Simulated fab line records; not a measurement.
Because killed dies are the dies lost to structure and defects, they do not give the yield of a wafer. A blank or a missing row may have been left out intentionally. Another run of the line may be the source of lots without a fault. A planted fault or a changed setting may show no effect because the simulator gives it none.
Struck lot and sound lot, side by side | flow berkeley_cmos170 | 14 steps out of a route of 331
Sound: wafers L617.2, L617.3, L617.4. The struck wafers were L624.1, L624.5, L624.6. The cause is given at the end.
Order at every step that has rows: each side's tool, ch and its chambers, its first start. Under that, the readings that differ: sound wafers | struck wafers | difference of the means | sigmas: that difference in standard deviations of wafers without a fault.
alike: same words and numbers on both sides, and readings whose means sit less than 2 such deviations apart. not compared: any withheld reading, any reading some wafer has no value for, any bound like >300 that may hide the same value, and any number with overlapping values for which the record gives no deviation.
The two part at a step that has a row with sigmas, a row that says differs or no value, or rows on one side only. Numbers that don't overlap but have no deviation are shown without sigmas and don't part them. A reading missing from all wafers of one side parts the sides only when that side holds two or more wafers.

first, 2 steps without rows for these wafers: UCB170_GATE_ANNEAL_03 (time 1800 s); UCB170_GATE_CVD_04 (deposits poly-Si from SiH4, time 1440 s, target thk 214 nm).
UCB170_GATE_THK_MEAS_05:
  sound on film_metro-03 at day 6 17:27; struck on film_metro-03 at day 8 11:31
  alike: GATE_POLY_THK
then, 6 steps without rows for these wafers: UCB170_GATE_COAT_06; UCB170_GATE_COAT_07 (resist thk 900 nm); UCB170_GATE_SOFTBAKE_08 (time 60 s); UCB170_GATE_EXPOSE_09 (exposes mask POLY, target cd 350 nm); UCB170_GATE_PEB_10; UCB170_GATE_DEVELOP_11 (develop time 45 s).
UCB170_GATE_CD_MEAS_12 targets a cd of 350 nm.
  sound on cd_sem-02 at day 6 18:41; struck on cd_sem-01 at day 8 12:42
  alike: cd_nm
UCB170_GATE_OVL_MEAS_13:
  sound on overlay-02 at day 6 18:48; struck on overlay-01 at day 8 12:49
  alike: GATE_OVL
UCB170_GATE_ETCH_14: etches BARC in N2/H2.
  sound on rie_diel-01 ch 0,2,3, day 6 18:50; struck on rie_diel-03 ch 2,3, day 8 12:51
  alike: bias_w, drypump_motor_current_A, oes_product_au, throttle_valve_pct
UCB170_GATE_ETCH_15: etches poly-Si in HBr/Cl2, stops on SiO2, time 56.3 s, target depth 278.2 nm.
  sound on rie_si-01 ch 0,1,2, day 6 18:52; struck on rie_si-02 ch 0,3, day 8 12:54
  reading                               | sound             | struck            | difference | sigmas
  oes_product_au (a.u.)                 | 0.809 0.846 0.837 | 0.784 0.792 0.795 | -0.040     | -3
  model.KrF_of_GATE_COAT_07.thk_nm (nm) | 773.5 772 774.5   | 805.9 804.6 804.4 | +31.6      |
  model.GATE.feature_depth_nm (nm)      | 213.6 213.7 213.7 | 201 199.4 204.4   | -12        |
  model.etch.depth_nm (nm)              | 213.6 213.7 213.6 | 201 199.4 204.4   | -12        |
  alike: HBr_flow_sccm, bias_w, drypump_motor_current_A, throttle_valve_pct
  not compared: rf_hours_counter_h
UCB170_GATE_STRIP_16: strips in O2.
  sound on plasma_asher-02 ch 0,1, day 6 18:57; struck on plasma_asher-01 ch 0,1, day 8 12:56
  alike: drypump_motor_current_A, oes_product_au
  not compared: rf_hours_counter_h

## WHERE THEY PART
UCB170_GATE_ETCH_15 only, going by this record. Later steps at which nothing parts them and some readings are alike: UCB170_GATE_STRIP_16.

WHY: what had been put in by the simulator
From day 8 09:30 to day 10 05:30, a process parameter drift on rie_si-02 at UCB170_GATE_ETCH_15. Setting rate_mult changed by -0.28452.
